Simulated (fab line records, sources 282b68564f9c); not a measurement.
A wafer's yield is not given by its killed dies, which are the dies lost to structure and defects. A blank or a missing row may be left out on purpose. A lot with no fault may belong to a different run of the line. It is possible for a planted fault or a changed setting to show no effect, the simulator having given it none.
Code-filled problem report in 8D (eight disciplines) form ; flow rit_cmos ; the parts of the form that need people (team, actions taken, sign-off) are left out

## 1. WHAT IS WRONG
spin_speed_rpm at RIT_NSD_COAT_01 reads a mean of 3750.4 rpm on 6 wafers of 2 lots; wafers without a fault read 3249.7 rpm with a standard deviation of 2.3. That is +99 or more standard deviations from the usual mean.
The step: resist thk 1000 nm.
First observed at day 4 08:16: wafer L565.1, on litho_track-02. At this step, 18 wafers from 6 lots have a number in the record. Rule for "out" (also "out of limits"): further than 4 standard deviations from the usual mean. Any other wafer with a number is counted as sound.

## 2. WHAT THIS IS AND IS NOT
question;is;is not
which readings at this step;spin_speed_rpm;chill_plate_temp_C
which lots;L565, L567;L562, L564, L568, L580
which wafers of those lots;all that have a number;-
read on which tools;litho_track-02;litho_track-01, litho_track-03
when;from day 4 08:16;"up to then (6 sound wafers); but 6 sound wafers of L568, L580 came after"

## 3. WHAT RULES OUT EACH SUSPECT
Counting: a tool stays on the suspect list if, at a process step up to the reading, it processed all lots that are out and no sound lot following the first of them.
- litho_track-02 at RIT_NSD_COAT_01 (resist thk 1000 nm): kept. It ran every lot that is out, first L565 (day 4 08:16), and no sound lot after that; its last sound lot up to then is L564 (day 4 04:22). On those wafers its own readings are out: spin_speed_rpm.
After counting, what remains is litho_track-02 at RIT_NSD_COAT_01.

## 4. THE CAUSE (what the simulator had put in)
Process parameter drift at RIT_NSD_COAT_01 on litho_track-02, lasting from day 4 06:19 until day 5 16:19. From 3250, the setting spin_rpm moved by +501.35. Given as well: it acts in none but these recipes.
This tool alone remained once counting was done.

## 5. SEQUENCE OF EFFECTS, ordered by route
One row per reading whose mean, taken over the struck wafers that have a number, lies over 3 standard deviations from the usual. Only readings whose record carries a usual standard deviation are examined. hours: median over the lots of the time between each lot's start at the first step of this table that gives one and its start at this step. sigmas: the change, counted in usual standard deviations.
hours;step;reading;usual;on struck wafers;change;sigmas
0;RIT_NSD_COAT_01;spin_speed_rpm;3249.7 rpm;3750.4;+500.7;+99 or more
Process steps it contains:
- RIT_NSD_COAT_01: resist thk 1000 nm.
Later measuring or inspecting steps at which every struck wafer that the step has a row for has a number for every such reading, and none has moved that far: RIT_NSD_OVL_MEAS_06.

## 6. WHAT WOULD HAVE CAUGHT IT SOONER
First out-of-limits reading in this record: day 4 08:16, which is 2 hours after fault onset at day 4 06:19.
